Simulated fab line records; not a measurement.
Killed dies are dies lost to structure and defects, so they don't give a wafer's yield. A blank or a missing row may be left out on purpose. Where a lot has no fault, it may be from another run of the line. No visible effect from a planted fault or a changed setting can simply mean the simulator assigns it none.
Which tool is to blame? + flow rit-cmos + 7 lots with 21 wafers sampled at 3 steps, on a route of 202 steps

WHAT EACH GAUGE READ, for each wafer
RIT_CONTACT_THK_MEAS_01.
| lot  | measured    | on            | CONTACT_TEOS_THK (nm) |
|------|-------------|---------------|-----------------------|
| L439 | day 4 03:46 | film-metro-01 | 404 396 412           |
| L444 | day 5 06:05 | film-metro-04 | 398 402 401           |
| L446 | day 5 19:22 | film-metro-02 | 389 399 399           |
| L445 | day 5 18:55 | film-metro-02 | 401 403 408           |
| L451 | day 6 21:15 | film-metro-04 | 438 401 447           |
| L455 | day 7 04:48 | film-metro-04 | 440 401 443           |
| L460 | day 8 00:31 | film-metro-02 | 394 407 400           |

WHAT TOOL EACH LOT RAN ON (gives the tool, then ch and the chambers of the sampled wafers, and finally the start)
| lot  | RIT_GATE_STRIP_20                   | RIT_CONTACT_CVD_00             |
|------|-------------------------------------|--------------------------------|
| L439 | plasma-asher-04 ch 0,1, day 3 11:16 | pecvd-04 ch 0,1, day 4 03:43   |
| L444 | plasma-asher-03 ch 0,1, day 4 15:10 | pecvd-03 ch 0,1,2, day 5 06:02 |
| L446 | plasma-asher-01 ch 0,1, day 4 22:07 | pecvd-03 ch 0,2, day 5 19:19   |
| L445 | plasma-asher-03 ch 0,1, day 4 22:00 | pecvd-01 ch 0,1,2, day 5 18:51 |
| L451 | plasma-asher-04 ch 0,1, day 6 04:31 | pecvd-03 ch 1,2, day 6 21:11   |
| L455 | plasma-asher-03 ch 0,1, day 6 13:39 | pecvd-03 ch 1,2, day 7 04:44   |
| L460 | plasma-asher-04 ch 0,1, day 7 11:23 | pecvd-04 ch 0,1,2, day 8 00:27 |
- RIT_GATE_STRIP_20: strips in O2, time 180 s.
- RIT_CONTACT_CVD_00: deposits SiO2 from TEOS, target thk 400 nm, time 61 s.

THE ANSWER, worked out from the rows above alone
Rule: the usual values come from the lots themselves. Put in order of their means at a reading, lots are off if they are a third of the lots or fewer, leave a main group of 4 or more, and stand apart from it by a gap of 3 or more times the standard deviation of the main group's means; of several such gaps the widest counts. A main group is skipped when, at the precision printed for the reading in the tables above, its means are all equal. Also off: a lot with no number at a reading for which 4 or more lots have one. Where the step has rows for the other lots, those lots are counted as sound.
Off: L451, L455, at RIT_CONTACT_THK_MEAS_01 (CONTACT_TEOS_THK). For the main group the mean is 401 nm and the standard deviation 3.1.
A tool fits if, at a process step before that reading, it ran every lot that is off, and no sound lot after the first of them. Those tools and the gauges at RIT_CONTACT_THK_MEAS_01 are tried in the same way. Can't be told from this: 2 tools fit, pecvd-03 at RIT_CONTACT_CVD_00, film-metro-04 at RIT_CONTACT_THK_MEAS_01.

WHAT THE SIMULATOR PUT IN
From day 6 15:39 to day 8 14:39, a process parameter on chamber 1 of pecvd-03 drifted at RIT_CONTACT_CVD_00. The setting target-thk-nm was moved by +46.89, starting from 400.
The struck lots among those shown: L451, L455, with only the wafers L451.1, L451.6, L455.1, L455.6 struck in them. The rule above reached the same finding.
